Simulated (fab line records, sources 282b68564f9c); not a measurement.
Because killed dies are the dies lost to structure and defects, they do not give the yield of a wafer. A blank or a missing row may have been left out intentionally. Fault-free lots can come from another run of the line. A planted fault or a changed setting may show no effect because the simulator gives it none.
fab line records | flow rit_cmos
record lots=6 | wafers=18 | last_day=7
route steps=202 shown GATE@83 M1@202
lots untouched by any fault: they come from a run of this same line in which no faults occurred
start_h: hours from the record's opening day to when the first of the lot's shown wafers began | wait_h: time in hours since the lot's previous step | " the same as in the row above | L1.1+2: a row that stands for several wafers | - no value present, or no start provided | * or withheld: withheld | < > ~ a bound
route shown NAME@n: NAME is a module with steps in the file, n the number in the route of the first one | usual: the fault-free wafers' mean and standard deviation | same: alike in all rows | chamber/n: place in a boat | sites: the reading at each site | _std_site: standard deviation of those values | _edge_site: mean of outer sites minus mean of inner sites | radius_mm: how far each site lies from the wafer's centre | mask NAME#n: copy n | behind: the last tool/chamber to shape the wafer | hold: reason for holding the lot/hours on hold/outcome of the hold | device: the n, p or np transistor that did not switch | end of line: the same wafers' tests at the end of the route | step lacking rows: just its recipe | killed: not the wafer's yield, but the dies lost to structure and defects at the first sort | map: a wafer's dies, x killed, . not, _ none there
set.NAME: the setting the step ran with; set.NAME@STEP: the setting that earlier step ran with | model.NAME: the simulator's own value behind a step, which no gauge read
lots seen at some steps along the route; tables by step, rows by wafer
services: a tool's chamber out of use, with start hour (start_h, from the record's first day; less than 0 if before it), hours out, and reason
## steps
# step RIT_GATE_THK_MEAS_07
# recipe reads=SiO2_of_GATE_OXIDATION_05
# usual GATE_OXIDE_THK=2.76/0.051
lot.wafer | tool          | chamber | start_h | wait_h | GATE_OXIDE_THK[nm]
L901.2    | film_metro-03 | -       | 49.05   | 0.0    | 2.73
L901.4    | "             | -       | "       | "      | 2.73
L901.6    | "             | -       | "       | "      | 2.76
L902.1    | film_metro-02 | -       | 55.33   | 0.0    | 2.87
L902.3    | "             | -       | "       | "      | 2.78
L902.6    | "             | -       | "       | "      | 2.88
L911.3    | film_metro-03 | -       | 98.14   | 0.0    | 2.72
L911.4    | "             | -       | "       | "      | 2.68
L911.5    | "             | -       | "       | "      | 2.75
L913.2    | film_metro-03 | -       | 108.32  | 0.0    | 2.85
L913.4    | "             | -       | "       | "      | 2.74
L913.5    | "             | -       | "       | "      | 2.81
L918.1    | film_metro-01 | -       | 133.33  | 0.0    | 2.83
L918.5    | "             | -       | "       | "      | 2.82
L918.6    | "             | -       | "       | "      | 2.78
L920.1    | film_metro-03 | -       | 143.68  | 0.0    | 2.70
L920.2    | "             | -       | "       | "      | 2.79
L920.3    | "             | -       | "       | "      | 2.75
# step RIT_GATE_CVD_08
# recipe material=poly-Si | target_thk_nm=250 | temp_c=610 | precursor=SiH4 | time_s=2220 | pressure_mtorr=300 | sih4_flow_sccm=100
# step RIT_GATE_THK_MEAS_09
# recipe reads=poly-Si_of_GATE_CVD_08
# usual GATE_POLY_THK=250.6/2.7
lot.wafer | tool          | chamber | start_h | wait_h | GATE_POLY_THK[nm]
L901.2    | film_metro-02 | -       | 50.73   | 0.0    | 253.7
L901.4    | "             | -       | "       | "      | 251.4
L901.6    | "             | -       | "       | "      | 252.6
L902.1    | film_metro-03 | -       | 57.01   | 0.0    | 250.2
L902.3    | "             | -       | "       | "      | 251.0
L902.6    | "             | -       | "       | "      | 251.2
L911.3    | film_metro-01 | -       | 100.63  | 0.0    | 248.4
L911.4    | "             | -       | "       | "      | 247.0
L911.5    | "             | -       | "       | "      | 250.6
L913.2    | film_metro-01 | -       | 110.81  | 0.0    | 251.9
L913.4    | "             | -       | "       | "      | 251.0
L913.5    | "             | -       | "       | "      | 250.9
L918.1    | film_metro-03 | -       | 135.01  | 0.0    | 249.4
L918.5    | "             | -       | "       | "      | 250.0
L918.6    | "             | -       | "       | "      | 249.0
L920.1    | film_metro-03 | -       | 145.36  | 0.0    | 254.3
L920.2    | "             | -       | "       | "      | 252.9
L920.3    | "             | -       | "       | "      | 251.5
# step RIT_GATE_HMDS_10
# recipe prime_time_s=60 | prime_temp_c=140
# step RIT_GATE_COAT_11
# recipe resist=NOVOLAK | spin_rpm=4250 | resist_thk_nm=850
# step RIT_GATE_SOFTBAKE_12
# recipe resist=NOVOLAK | temp_c=90 | time_s=60
# step RIT_GATE_EXPOSE_13
# recipe mask_id=M6 | na=0.6 | source_shape=conventional | sigma_outer=0.6 | target_cd_nm=150 | dose_mj=388.1
# step RIT_GATE_PEB_14
# recipe resist=NOVOLAK | temp_c=withheld | time_s=withheld
# step RIT_GATE_DEVELOP_15
# recipe resist=NOVOLAK | develop_time_s=50 | dev_temp_c=23
# step RIT_GATE_CD_MEAS_16
# recipe target_cd_nm=150
# usual cd_nm=149.3/2.7
lot.wafer | tool      | chamber | start_h | wait_h | cd_nm
L901.2    | cd_sem-02 | -       | 51.78   | -      | 144.4
L901.4    | "         | -       | "       | "      | 148.1
L901.6    | "         | -       | "       | "      | 144.9
L902.1    | cd_sem-01 | -       | 58.05   | -      | 151.9
L902.3    | "         | -       | "       | "      | 150.8
L902.6    | "         | -       | "       | "      | 152.9
L911.3    | cd_sem-01 | -       | 101.66  | -      | 154.6
L911.4    | "         | -       | "       | "      | 152.9
L911.5    | "         | -       | "       | "      | 153.9
L913.2    | cd_sem-02 | -       | 111.90  | -      | 145.9
L913.4    | "         | -       | "       | "      | 148.3
L913.5    | "         | -       | "       | "      | 146.9
L918.1    | cd_sem-02 | -       | 136.04  | -      | 148.2
L918.5    | "         | -       | "       | "      | 148.2
L918.6    | "         | -       | "       | "      | 150.3
L920.1    | cd_sem-01 | -       | 146.39  | -      | 147.8
L920.2    | "         | -       | "       | "      | 146.6
L920.3    | "         | -       | "       | "      | 146.1
# step RIT_GATE_OVL_MEAS_17
# usual GATE_OVL=0.9/1.4
lot.wafer | tool       | chamber | start_h | wait_h | GATE_OVL[nm]
L901.2    | overlay-01 | -       | 51.88   | 0.1    | 0.9
L901.4    | "          | -       | "       | "      | 0.2
L901.6    | "          | -       | "       | "      | 1.8
L902.1    | overlay-01 | -       | 58.17   | 0.1    | 0.5
L902.3    | "          | -       | "       | "      | 1.0
L902.6    | "          | -       | "       | "      | 1.2
L911.3    | overlay-02 | -       | 101.75  | 0.1    | 2.7
L911.4    | "          | -       | "       | "      | 0.4
L911.5    | "          | -       | "       | "      | 2.3
L913.2    | overlay-01 | -       | 112.00  | 0.1    | -0.8
L913.4    | "          | -       | "       | "      | -1.2
L913.5    | "          | -       | "       | "      | 1.1
L918.1    | overlay-02 | -       | 136.16  | 0.1    | 1.8
L918.5    | "          | -       | "       | "      | 1.2
L918.6    | "          | -       | "       | "      | 0.9
L920.1    | overlay-02 | -       | 146.51  | 0.1    | 1.1
L920.2    | "          | -       | "       | "      | -0.3
L920.3    | "          | -       | "       | "      | -0.2
# step RIT_GATE_HARDBAKE_18
# recipe resist=NOVOLAK | temp_c=140 | time_s=60
# step RIT_GATE_ETCH_19
# recipe chemistry=SF6/CHF3/O2 | time_s=165 | SF6_flow_sccm=30 | CHF3_flow_sccm=30 | O2_flow_sccm=5 | target=poly-Si | pressure_mtorr=40 | rf_w=160 | target_depth_a=3125 | over_etch_frac=0.25 | stop_on=SiO2
# usual drypump_motor_current_A=5.6/0.44 | oes_product_au=0.852/0.014 | run_length_s=193.3/0.36 | throttle_valve_pct=10.12/0.16
lot.wafer | tool      | chamber | start_h | wait_h | drypump_motor_current_A | oes_product_au | rf_hours_counter_h | run_length_s | throttle_valve_pct | model.NOVOLAK_of_GATE_COAT_11.thk_nm
L901.2    | rie_si-01 | 3       | 52.06   | 0.1    | 5.3                     | 0.860          | 18                 | 193.8        | 10.08              | 671.7
L901.4    | "         | 2       | "       | "      | 5.3                     | 0.844          | 88                 | 193.9        | 9.92               | 669.6
L901.6    | "         | 0       | "       | "      | 5.9                     | 0.874          | -                  | 193.2        | 10.44              | 672.4
L902.1    | rie_si-02 | 0       | 58.35   | 0.1    | 5.0                     | 0.862          | 73                 | 194.0        | 10.16              | 668.5
L902.3    | "         | 2       | "       | "      | 6.2                     | 0.862          | 123                | 193.3        | 10.14              | 665.8
L902.6    | "         | 2       | "       | "      | 6.3                     | 0.858          | -                  | 193.2        | 10.14              | 669.2
L911.3    | rie_si-01 | 1       | 101.92  | 0.1    | 5.8                     | 0.837          | 28                 | 193.1        | 9.99               | 666.1
L911.4    | "         | 0       | "       | "      | 5.9                     | 0.737          | 116                | 239.2        | 10.44              | 647.3
L911.5    | "         | 1       | "       | "      | 5.8                     | 0.851          | -                  | 192.9        | 10.00              | 670
L913.2    | rie_si-01 | 0       | 112.18  | 0.1    | 5.9                     | 0.740          | 116                | 239.3        | 10.43              | 645.3
L913.4    | "         | 3       | "       | "      | 5.3                     | 0.854          | 18                 | 193.5        | 10.08              | 670.6
L913.5    | "         | 1       | "       | "      | 5.8                     | 0.846          | -                  | 193.0        | 9.99               | 667
L918.1    | rie_si-02 | 2       | 136.35  | 0.1    | 6.3                     | 0.857          | 124                | 193.2        | 10.13              | 666.5
L918.5    | "         | 2       | "       | "      | 6.3                     | 0.855          | -                  | 193.0        | 10.14              | 668.4
L918.6    | "         | 3       | "       | "      | 5.8                     | 0.831          | -                  | 193.7        | 9.93               | 667
L920.1    | rie_si-02 | 3       | 146.70  | 0.1    | 5.8                     | 0.855          | 20                 | 193.6        | 9.94               | 669.8
L920.2    | "         | 2       | "       | "      | 6.3                     | 0.876          | 124                | 193.0        | 10.12              | 666.7
L920.3    | "         | 0       | "       | "      | 5.0                     | 0.874          | 74                 | 193.2        | 10.14              | 669.3
# step RIT_GATE_STRIP_20
# recipe chemistry=O2 | time_s=180 | resist=NOVOLAK | platen_temp_c=withheld | power_w=500 | pressure_mtorr=4000 | o2_flow_sccm=4000
# usual drypump_motor_current_A=5.3/0.44
lot.wafer | tool            | chamber | start_h | wait_h | drypump_motor_current_A | rf_hours_counter_h
L901.2    | plasma_asher-04 | 1       | 52.17   | 0.1    | 5.0                     | 40
L901.4    | "               | 1       | "       | "      | 5.0                     | -
L901.6    | "               | 1       | "       | "      | 5.0                     | -
L902.1    | plasma_asher-02 | 1       | 58.46   | 0.1    | 4.8                     | 26
L902.3    | "               | 0       | "       | "      | 5.4                     | -
L902.6    | "               | 1       | "       | "      | 4.8                     | -
L911.3    | plasma_asher-01 | 1       | 102.09  | 0.1    | 5.2                     | -
L911.4    | "               | 0       | "       | "      | 6.3                     | -
L911.5    | "               | 0       | "       | "      | 6.3                     | -
L913.2    | plasma_asher-04 | 0       | 112.29  | 0.1    | 5.4                     | 47
L913.4    | "               | 0       | "       | "      | 5.4                     | -
L913.5    | "               | 0       | "       | "      | 5.4                     | -
L918.1    | plasma_asher-04 | 0       | 136.46  | 0.1    | 5.4                     | 50
L918.5    | "               | 1       | "       | "      | 5.1                     | -
L918.6    | "               | 0       | "       | "      | 5.4                     | -
L920.1    | plasma_asher-01 | 1       | 146.81  | 0.1    | 5.2                     | 52
L920.2    | "               | 0       | "       | "      | 6.3                     | 52
L920.3    | "               | 1       | "       | "      | 5.2                     | -
# step RIT_M1_PROBE_99
# usual killed_at_contacts=0.1/0.35 | killed_at_front_end=6.6/2.7 | killed_dies=6.7/2.8 | killed_open=3.4/2.1 | killed_short=3.3/1.8
# same gross_dies=264 | killed_at_M0_to_M3=0 | killed_at_M4_up=0 | killed_at_back_side=0 | killed_at_other=0
lot.wafer | tool      | chamber | start_h | wait_h | killed_at_contacts | killed_at_front_end | killed_dies | killed_open | killed_short | model.etest.pmos_turned.r_on_ohm_um | model.etest.pmos_0p3.r_on_ohm_um | model.etest.pmos_0p15.r_on_ohm_um | model.etest.pmos_0p15.drive_ua_um | model.etest.pmos_turned.drive_ua_um | model.etest.pwell_pinched.rs_ohm_sq | model.etest.nwell_pinched.rs_ohm_sq | model.etest.ring.delay_ps
L901.2    | prober-01 | -       | 71.89   | 0.1    | 0                  | 3                   | 3           | 2           | 1            | 3315                                | 5998                             | 2616                              | 281.3                             | 200.8                               | 456.2                               | 339.8                               | 24.44
L901.4    | prober-01 | -       | 71.99   | 0.2    | 0                  | 3                   | 3           | 0           | 3            | 3349                                | 5995                             | 2673                              | 273.8                             | 200.9                               | 454.2                               | 341.1                               | 25.46
L901.6    | prober-01 | -       | 72.09   | 0.2    | 0                  | 2                   | 2           | 0           | 2            | 3343                                | 6016                             | 2638                              | 279.4                             | 199                                 | 462.4                               | 342.3                               | 24.82
L902.1    | prober-02 | -       | 78.45   | 0.1    | 1                  | 8                   | 9           | 4           | 5            | 3363                                | 6020                             | 2736                              | 264.3                             | 198.8                               | 466.9                               | 339.2                               | 27.22
L902.3    | prober-02 | -       | 78.55   | 0.2    | 0                  | 13                  | 13          | 8           | 5            | 3269                                | 5914                             | 2650                              | 274.6                             | 204                                 | 456.3                               | 339.2                               | 26.61
L902.6    | prober-02 | -       | 78.70   | 0.2    | 0                  | 5                   | 5           | 2           | 3            | 3391                                | 6141                             | 2761                              | 263.1                             | 196.4                               | 458.6                               | 341                                 | 27.34
L911.3    | prober-01 | -       | 121.87  | 0.2    | 3                  | 14                  | 17          | 7           | 7            | 3400                                | 5864                             | 2756                              | 269.1                             | 199.6                               | 463.9                               | 344.5                               | 27.25
L911.4    | prober-01 | -       | 121.92  | 0.2    | 1                  | 9                   | 10          | 6           | 4            | 3015                                | 5675                             | 2473                              | 305.1                             | 234                                 | 479.6                               | 356.4                               | 25.08
L911.5    | prober-01 | -       | 121.97  | 0.2    | 0                  | 6                   | 6           | 2           | 4            | 3352                                | 5882                             | 2747                              | 268.7                             | 203.5                               | 472.1                               | 341.5                               | 27.09
L913.2    | prober-01 | -       | 132.25  | 0.1    | 0                  | 7                   | 7           | 3           | 4            | 3094                                | 5784                             | 2465                              | 301.8                             | 220.7                               | 476.1                               | 349.2                               | 24.04
L913.4    | prober-01 | -       | 132.35  | 0.2    | 0                  | 6                   | 6           | 3           | 3            | 3208                                | 5808                             | 2563                              | 283.2                             | 211                                 | 462.7                               | 333.1                               | 25.29
L913.5    | prober-01 | -       | 132.40  | 0.2    | 0                  | 6                   | 6           | 5           | 1            | 3279                                | 5845                             | 2630                              | 279.9                             | 203                                 | 458.7                               | 333.4                               | 25.2
L918.1    | prober-02 | -       | 157.23  | 0.1    | 0                  | 6                   | 6           | 4           | 2            | 3261                                | 5900                             | 2612                              | 279                               | 206.4                               | 458.6                               | 334.7                               | 25.61
L918.5    | prober-02 | -       | 157.43  | 0.2    | 0                  | 10                  | 10          | 4           | 6            | 3261                                | 5967                             | 2593                              | 276.2                             | 206.1                               | 458.9                               | 328.8                               | 25.67
L918.6    | prober-02 | -       | 157.48  | 0.2    | 0                  | 8                   | 8           | 2           | 6            | 3275                                | 5913                             | 2662                              | 270.2                             | 206.2                               | 456.7                               | 333.1                               | 26.21
L920.1    | prober-02 | -       | 169.89  | 0.1    | 0                  | 8                   | 8           | 6           | 2            | 3301                                | 5947                             | 2646                              | 278                               | 201.1                               | 457.2                               | 342.4                               | 25.42
L920.2    | prober-02 | -       | 169.94  | 0.1    | 0                  | 5                   | 5           | 4           | 1            | 3289                                | 5959                             | 2616                              | 278.2                             | 201.9                               | 458.9                               | 342.5                               | 25.34
L920.3    | prober-02 | -       | 169.99  | 0.2    | 0                  | 5                   | 5           | 2           | 3            | 3171                                | 5811                             | 2551                              | 289                               | 212.3                               | 464.1                               | 341.2                               | 24.74
# killed by level:class
L901.2 FOX2:geometric_particle:short=1 GATE:geometric_particle:open=1 SILICIDE:geometric_particle:open=1
L901.4 FOX1:geometric_particle:short=1 FOX2:geometric_particle:short=1 GATE:geometric_particle:short=1
L901.6 FOX2:geometric_particle:short=1 SPACER:geometric_particle:short=1
L902.1 GATE:geometric_particle:open=2 REOX:geometric_particle:open=2 FOX2:geometric_particle:short=1 GATE:geometric_particle:short=1 REOX:geometric_particle:short=1 SPACER:geometric_particle:short=1 CONTACT:geometric_particle:short=1
L902.3 GATE:geometric_particle:open=5 GATE:geometric_particle:short=3 SILICIDE:geometric_particle:open=2 FOX1:geometric_particle:open=1 FOX2:geometric_particle:short=1 SILICIDE:geometric_particle:short=1
L902.6 GATE:geometric_particle:short=3 GATE:geometric_particle:open=1 SILICIDE:geometric_particle:open=1
L911.3 FOX1:geometric_particle:short=4 CONTACT:coat_microbubble_printed=3 FOX1:geometric_particle:open=2 GATE:geometric_particle:open=2 SPACER:geometric_particle:open=2 GATE:geometric_particle:short=1 SPACER:geometric_particle:short=1 SILICIDE:geometric_particle:short=1
L911.4 GATE:geometric_particle:open=3 SILICIDE:geometric_particle:short=3 FOX1:geometric_particle:short=1 SPACER:geometric_particle:open=1 SILICIDE:geometric_particle:open=1 CONTACT:geometric_particle:open=1
L911.5 SPACER:geometric_particle:short=3 FOX1:geometric_particle:open=1 GATE:geometric_particle:short=1 SILICIDE:geometric_particle:open=1
L913.2 FOX1:geometric_particle:open=1 FOX1:geometric_particle:short=1 GATE:geometric_particle:short=1 REOX:geometric_particle:open=1 REOX:geometric_particle:short=1 SPACER:geometric_particle:short=1 SPACER:geometric_particle:open=1
L913.4 REOX:geometric_particle:open=2 FOX1:geometric_particle:open=1 FOX1:geometric_particle:short=1 GATE:geometric_particle:short=1 REOX:geometric_particle:short=1
L913.5 FOX2:geometric_particle:open=3 FOX1:geometric_particle:open=2 SILICIDE:geometric_particle:short=1
L918.1 SILICIDE:geometric_particle:open=3 GATE:geometric_particle:short=2 FOX2:geometric_particle:open=1
L918.5 GATE:geometric_particle:short=3 FOX1:geometric_particle:open=2 GATE:geometric_particle:open=2 SPACER:geometric_particle:short=2 FOX2:geometric_particle:short=1
L918.6 FOX1:geometric_particle:short=3 FOX2:geometric_particle:short=1 GATE:geometric_particle:open=1 GATE:geometric_particle:short=1 REOX:geometric_particle:short=1 SILICIDE:geometric_particle:open=1
L920.1 FOX2:geometric_particle:open=2 GATE:geometric_particle:open=2 FOX2:geometric_particle:short=1 GATE:geometric_particle:short=1 SPACER:geometric_particle:open=1 SILICIDE:geometric_particle:open=1
L920.2 GATE:geometric_particle:open=2 FOX2:geometric_particle:open=1 SPACER:geometric_particle:open=1 SILICIDE:geometric_particle:short=1
L920.3 GATE:geometric_particle:open=2 FOX1:geometric_particle:short=1 GATE:geometric_particle:short=1 SILICIDE:geometric_particle:short=1
## services
tool            | chamber | start_h | hours | kind
plasma_asher-02 | -       | 29.96   | 0.8   | repair
plasma_asher-01 | -       | 102.22  | 7.6   | repair
rie_si-02       | -       | 110.61  | 0.2   | repair
rie_si-02       | 1       | 118.40  | 5.4   | repair
rie_si-01       | 3       | 130.10  | 6.5   | repair
rie_si-01       | 3       | 140.70  | 2.2   | repair
## key
first_sign step=RIT_GATE_ETCH_19 | reading=run_length_s | direction=up | sigmas=99+ | usual=* | struck=*
effect step=RIT_GATE_ETCH_19 | reading=oes_product_au | direction=down | sigmas=8 | usual=0.852 | struck=0.739
model_effect step=RIT_GATE_ETCH_19 | value=NOVOLAK_of_GATE_COAT_11.thk_nm | without=668.9 | struck=646.3
model_effect step=RIT_M1_PROBE_99 | value=etest.pmos_turned.r_on_ohm_um | without=3313 | struck=3054
met_at RIT_GATE_ETCH_19
struck_wafers L911.4,L913.2
tester_left_out L911,L913
onset_between 52.06 101.92
fault kind=process_parameter_drift | tool=rie_si-01 | chamber=0 | onset_h=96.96 | steps=RIT_GATE_ETCH_19 | channel=time_s | offset=* | shape=step | end_h=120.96 | stated=*
# tester_left_out: of these lots the tester's yield and bins aren't shown, on N5 and GAA mostly nor the transistor test; their killed dies are dies lost to structure and defects alone, not to doping, threshold or leakage, so they don't give the yield
